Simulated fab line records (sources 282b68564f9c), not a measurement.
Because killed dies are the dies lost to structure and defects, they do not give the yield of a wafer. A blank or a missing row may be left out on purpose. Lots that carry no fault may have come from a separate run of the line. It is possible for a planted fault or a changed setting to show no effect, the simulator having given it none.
Which tool was responsible? | flow rit_cmos | 42 wafers from 14 lots sampled at 2 of the route's 202 steps

WHAT THE GAUGES SHOWED, per wafer
No reading from a measuring or inspecting step in the record can be judged against a usual standard deviation.

WHAT TOOL EACH LOT RAN ON (gives the tool, then ch and the chambers of the sampled wafers, and finally the start)
lot  | RIT_ACTIVE_CLEAN_15            | RIT_M1_PROBE_99
L353 | wet_bench-01 ch 0, day 1 15:08 | -
L355 | wet_bench-04 ch 1, day 2 01:08 | -
L356 | wet_bench-03 ch 2, day 2 06:16 | -
L357 | wet_bench-03 ch 1, day 2 11:08 | -
L358 | wet_bench-03 ch 1, day 2 16:08 | -
L359 | wet_bench-03 ch 2, day 2 21:08 | -
L360 | wet_bench-03 ch 0, day 3 02:16 | -
L361 | wet_bench-01 ch 0, day 3 07:16 | -
L363 | wet_bench-04 ch 2, day 3 17:16 | -
L364 | wet_bench-03 ch 3, day 3 22:16 | -
L365 | wet_bench-03 ch 3, day 4 03:08 | prober-01, day 6 00:31
L368 | wet_bench-03 ch 3, day 4 18:08 | prober-02, day 6 18:29
L370 | wet_bench-03 ch 3, day 5 04:48 | prober-02, day 7 05:06
L376 | wet_bench-01 ch 2, day 6 10:08 | -
- RIT_ACTIVE_CLEAN_15: cleans in SC1, time 600 s.
- RIT_M1_PROBE_99

AS READ BY THE TOOLS THEMSELVES (means over the sampled wafers that have a number; for cases with no such wafer, the mark the record gives instead)
RIT_ACTIVE_CLEAN_15. Usual: run_length_s reads 627 s (standard deviation 3.3).
lot  | tool         | run_length_s (s) | flag
L353 | wet_bench-01 | 631              |
L355 | wet_bench-04 | 625              |
L356 | wet_bench-03 | 626              |
L357 | wet_bench-03 | 625              |
L358 | wet_bench-03 | 625              |
L359 | wet_bench-03 | 625              |
L360 | wet_bench-03 | 625              |
L361 | wet_bench-01 | 624              |
L363 | wet_bench-04 | 627              |
L364 | wet_bench-03 | 625              |
L365 | wet_bench-03 | 625              |
L368 | wet_bench-03 | 576              | OFF
L370 | wet_bench-03 | 576              | OFF
L376 | wet_bench-01 | 627              |

RIT_M1_PROBE_99. Usual: killed_at_contacts 0.1, standard deviation 0.31; killed_at_front_end 7.1, standard deviation 2.8; killed_dies 7.2, standard deviation 2.8; killed_open 3.5, standard deviation 2; killed_short 3.7, standard deviation 1.9.
lot  | tool      | killed_at_contacts | killed_at_front_end | killed_dies | killed_open | killed_short | flag
L365 | prober-01 | 0.0                | 7.3                 | 7.3         | 5.0         | 2.0          |
L368 | prober-02 | 0.0                | 6.3                 | 6.3         | 2.0         | 4.0          |
L370 | prober-02 | 0.0                | 6.3                 | 6.3         | 3.0         | 3.3          |

THE ANSWER, worked out from the rows above alone
Rule: a lot is off if the mean of its wafers that have a number lies more than 3 standard deviations from the usual mean. A lot without any number at a reading at which 4 lots or more have one is off too. All remaining lots with rows at the step are treated as sound. After the gauges, taken in route order, come the tools' own readings; for these a lot's mean is taken, as printed above. The first step at which some lot is off is used, and at that step the reading that is off furthest; a lot without a number counts as furthest.
Off: L368, L370 (RIT_ACTIVE_CLEAN_15, run_length_s).
A tool fits if, at that step or a process step before it, it ran every lot that is off, and no sound lot after the first of them. One fits: RIT_ACTIVE_CLEAN_15 on wet_bench-03. A fault onset in the window from L365 (day 4 03:08, its last sound lot) to L368 (day 4 18:08, its first lot off) fits.
On the lots that are off, the tool's own readings at RIT_ACTIVE_CLEAN_15 differ by more than 5 times the standard deviation of the sound lots' means, which bears it out; run_length_s reads 576 s there versus 626 s on the sound lots.

WHAT HAD BEEN PUT IN BY THE SIMULATOR
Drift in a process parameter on wet_bench-03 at RIT_ACTIVE_CLEAN_15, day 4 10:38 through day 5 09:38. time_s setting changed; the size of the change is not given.
Struck lots among those shown: L368, L370. This agrees with what the rule above found.
